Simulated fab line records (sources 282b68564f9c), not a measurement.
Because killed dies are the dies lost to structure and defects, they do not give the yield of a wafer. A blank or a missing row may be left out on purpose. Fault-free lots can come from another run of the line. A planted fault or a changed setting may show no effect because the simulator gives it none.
Which tool was responsible? | flow ritCmos | Sampling: 15 lots, 45 wafers, 5 of 202 route steps

== WHAT THE GAUGES READ, wafer by wafer ==
RIT_ACTIVE_THK_MEAS_02.
lot  | measured    | on           | ACTIVE_OXIDE_THK (nm)
L839 | day 1 12:04 | filmMetro-03 | 46.4 46.5 46.3
L840 | day 1 17:03 | filmMetro-03 | 47.9 47.5 47.3
L841 | day 1 22:03 | filmMetro-04 | 47.7 46.6 47.8
L842 | day 2 03:03 | filmMetro-02 | 46.7 46.0 46.6
L843 | day 2 08:04 | filmMetro-02 | 47.3 47.1 47.6
L844 | day 2 13:04 | filmMetro-04 | 46.2 46.8 46.1
L845 | day 2 19:21 | filmMetro-04 | 46.2 45.6 46.3
L846 | day 2 23:19 | filmMetro-03 | 46.7 47.1 47.4
L850 | day 3 19:03 | filmMetro-03 | 45.9 46.0 45.5
L852 | day 4 05:47 | filmMetro-03 | 46.6 45.9 45.7
L855 | day 4 21:32 | filmMetro-04 | 37.5 37.2 35.9
L856 | day 5 01:03 | filmMetro-04 | 37.8 37.5 37.4
L857 | day 5 07:14 | filmMetro-04 | 38.3 37.7 37.5
L858 | day 5 13:05 | filmMetro-04 | 45.3 46.5 46.9
L862 | day 6 07:03 | filmMetro-02 | 46.5 46.9 46.9

RIT_ACTIVE_THK_MEAS_04.
lot  | measured    | on           | ACTIVE_NITRIDE_THK (nm)
L839 | day 1 13:32 | filmMetro-04 | 151.7 152.4 151.9
L840 | day 1 18:32 | filmMetro-03 | 152.0 151.1 150.2
L841 | day 1 23:32 | filmMetro-03 | 148.7 149.5 149.5
L842 | day 2 04:51 | filmMetro-03 | 151.0 151.3 151.0
L843 | day 2 10:15 | filmMetro-02 | 150.3 149.7 150.8
L844 | day 2 14:32 | filmMetro-02 | 146.5 146.8 146.6
L845 | day 2 20:50 | filmMetro-03 | 149.6 150.4 150.6
L846 | day 3 00:47 | filmMetro-03 | 150.7 149.5 148.6
L850 | day 3 20:32 | filmMetro-04 | 149.0 149.0 148.8
L852 | day 4 07:16 | filmMetro-04 | 150.8 150.8 150.8
L855 | day 4 23:01 | filmMetro-03 | 151.4 152.3 153.7
L856 | day 5 02:32 | filmMetro-04 | 149.1 150.0 150.7
L857 | day 5 08:43 | filmMetro-04 | 148.4 148.6 148.6
L858 | day 5 14:34 | filmMetro-03 | 149.2 149.3 148.8
L862 | day 6 08:32 | filmMetro-03 | 149.5 149.7 150.4

RIT_ACTIVE_CD_MEAS_90: the cd target is 1400 nm.
lot  | measured    | on       | cdNm (nm)
L839 | day 1 15:10 | cdSem-02 | 1400.1 1395.7 1397.7
L840 | day 1 20:01 | cdSem-01 | 1401.4 1401.2 1402.6
L841 | day 2 01:01 | cdSem-01 | 1398.5 1400.2 1398.4
L842 | day 2 06:28 | cdSem-01 | 1398.0 1397.0 1396.0
L843 | day 2 11:45 | cdSem-01 | 1395.1 1392.6 1395.5
L844 | day 2 16:25 | cdSem-01 | 1398.7 1397.7 1394.3
L845 | day 2 22:19 | cdSem-01 | 1400.2 1402.9 1402.4
L846 | day 3 02:16 | cdSem-02 | 1399.1 1401.5 1401.4
L850 | day 3 22:03 | cdSem-02 | 1402.3 1400.1 1402.2
L852 | day 4 08:55 | cdSem-02 | 1399.7 1398.6 1399.7
L855 | day 5 00:37 | cdSem-02 | 1402.4 1401.5 1401.7
L856 | day 5 04:01 | cdSem-02 | 1397.4 1396.5 1397.2
L857 | day 5 10:13 | cdSem-02 | 1399.9 1401.5 1401.9
L858 | day 5 16:11 | cdSem-02 | 1398.6 1396.9 1396.5
L862 | day 6 10:10 | cdSem-02 | 1402.6 1403.6 1404.0

== WHICH TOOL RAN EACH LOT (tool, then ch and the chambers of the sampled wafers, then the start) ==
lot  | RIT_ACTIVE_OXIDATION_01      | RIT_ACTIVE_STRIP_14
L839 | furnace-04 ch 0, day 1 10:07 | plasmaAsher-02 ch 0,1, day 1 14:58
L840 | furnace-02 ch 0, day 1 15:07 | plasmaAsher-02 ch 0,1, day 1 19:50
L841 | furnace-03 ch 0, day 1 20:07 | plasmaAsher-04 ch 0,1, day 2 00:50
L842 | furnace-03 ch 0, day 2 01:07 | plasmaAsher-02 ch 0,1, day 2 06:17
L843 | furnace-04 ch 0, day 2 06:07 | plasmaAsher-04 ch 0,1, day 2 11:33
L844 | furnace-03 ch 0, day 2 11:07 | plasmaAsher-04 ch 0,1, day 2 16:13
L845 | furnace-03 ch 0, day 2 17:25 | plasmaAsher-04 ch 0,1, day 2 22:08
L846 | furnace-04 ch 0, day 2 21:22 | plasmaAsher-02 ch 0,1, day 3 02:06
L850 | furnace-03 ch 0, day 3 17:07 | plasmaAsher-01 ch 0,1, day 3 21:52
L852 | furnace-03 ch 0, day 4 03:49 | plasmaAsher-01 ch 0,1, day 4 08:44
L855 | furnace-03 ch 0, day 4 19:36 | plasmaAsher-02 ch 0,1, day 5 00:27
L856 | furnace-03 ch 0, day 4 23:07 | plasmaAsher-04 ch 0,1, day 5 03:50
L857 | furnace-03 ch 0, day 5 05:17 | plasmaAsher-04 ch 0,1, day 5 10:01
L858 | furnace-04 ch 0, day 5 11:08 | plasmaAsher-04 ch 1, day 5 15:59
L862 | furnace-04 ch 0, day 6 05:07 | plasmaAsher-04 ch 0,1, day 6 09:59
- RIT_ACTIVE_OXIDATION_01: target thk 46.8 nm, ox time 3360 s.
- RIT_ACTIVE_STRIP_14: strips in O2, time 180 s.

== WHAT THE TOOLS THEMSELVES READ (means of the sampled wafers that have a number; where no wafer has one, the mark that the record gives instead) ==
RIT_ACTIVE_OXIDATION_01.
lot  | tool       | spikeTcCentreC (C) | spikeTcLoadC (C) | spikeTcSourceC (C) | tubeCenterTempC (C) | tube_center_temp_C_max
L839 | furnace-04 | 1002.7             | 1031             | 1030.1             | 1000.03             | 1002.9
L840 | furnace-02 | 1003.0             | 1023             | 1023.3             | 999.98              | 1002.7
L841 | furnace-03 | 1003.5             | 1024             | 1027.4             | 999.95              | 1002.4
L842 | furnace-03 | 1003.5             | 1025             | 1027.6             | 999.98              | 1002.6
L843 | furnace-04 | 1002.3             | 1032             | 1030.1             | 1000.01             | 1002.5
L844 | furnace-03 | 1003.4             | 1024             | 1027.4             | 999.97              | 1002.6
L845 | furnace-03 | 1004.2             | 1024             | 1027.6             | 1000.00             | 1002.5
L846 | furnace-04 | 1002.6             | 1031             | 1028.5             | 999.91              | 1002.7
L850 | furnace-03 | 1003.8             | 1025             | 1027.8             | 1000.03             | 1003.3
L852 | furnace-03 | 1002.6             | 1024             | 1027.7             | 1000.00             | 1003.0
L855 | furnace-03 | 980.9              | 1000             | 1002.9             | 976.77              | 979.4
L856 | furnace-03 | 981.3              | 1001             | 1003.2             | 976.75              | 979.1
L857 | furnace-03 | 981.1              | 999              | 1003.3             | 976.72              | 979.3
L858 | furnace-04 | 1003.7             | 1031             | 1028.6             | 999.86              | 1002.4
L862 | furnace-04 | 1003.5             | 1030             | 1029.0             | 1000.05             | 1002.3

RIT_ACTIVE_STRIP_14.
lot  | tool           | drypumpMotorCurrentA (A)
L839 | plasmaAsher-02 | 5.0
L840 | plasmaAsher-02 | 5.4
L841 | plasmaAsher-04 | 5.4
L842 | plasmaAsher-02 | 5.0
L843 | plasmaAsher-04 | 5.9
L844 | plasmaAsher-04 | 5.9
L845 | plasmaAsher-04 | 5.4
L846 | plasmaAsher-02 | 5.4
L850 | plasmaAsher-01 | 6.3
L852 | plasmaAsher-01 | 6.2
L855 | plasmaAsher-02 | 5.0
L856 | plasmaAsher-04 | 5.4
L857 | plasmaAsher-04 | 5.9
L858 | plasmaAsher-04 | 6.3
L862 | plasmaAsher-04 | 5.4

== THE ANSWER, worked out from the rows above alone ==
Rule: usual is defined by the lots themselves. Put in order of their means at a reading, lots are off if they are a third of the lots or fewer, leave a main group of 4 or more, and stand apart from it by a gap of 3 or more times the standard deviation of the main group's means; of several such gaps the widest counts. A main group is skipped when, at the precision printed for the reading in the tables above, its means are all equal. Also off: a lot with no number at a reading for which 4 or more lots have one. All remaining lots with rows at the step are treated as sound. The gauges are gone through in route order, then the tools' own readings, and for those a lot's mean is taken as printed above. The first step at which some lot is off is used, and at that step the reading that is off furthest; a lot without a number counts as furthest.
Off: L855, L856, L857, at RIT_ACTIVE_THK_MEAS_02 (ACTIVE_OXIDE_THK). The main group: mean 46.6 nm, standard deviation 0.56.
A tool fits if, at a process step before that reading, it ran every lot that is off, and no sound lot after the first of them. The gauges at RIT_ACTIVE_THK_MEAS_02 aren't tried: what is off there is off at RIT_ACTIVE_OXIDATION_01 too, on other tools, and a gauge's error can't cause that. One fits: RIT_ACTIVE_OXIDATION_01 on furnace-03. A fault onset in the window from L852 (day 4 03:49, its last sound lot) to L855 (day 4 19:36, its first lot off) fits.
The tool's own readings at RIT_ACTIVE_OXIDATION_01 bear it out: on the lots that are off they differ by more than 5 times the standard deviation of the sound lots' means. spikeTcCentreC reads 981.1 C there against 1003.2 C on the sound lots; spikeTcLoadC reads 1000 C there against 1027 C on the sound lots; spikeTcSourceC reads 1003.1 C there against 1027.9 C on the sound lots; tubeCenterTempC reads 976.75 C there against 999.98 C on the sound lots; tube_center_temp_C_max reads 979.3 there against 1002.7 on the sound lots.

== WHAT THE SIMULATOR PUT IN ==
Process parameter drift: furnace-03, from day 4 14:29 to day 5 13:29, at RIT_ACTIVE_OXIDATION_01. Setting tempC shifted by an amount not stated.
Struck lots among those shown: L855, L856, L857. The rule given above showed the same thing.
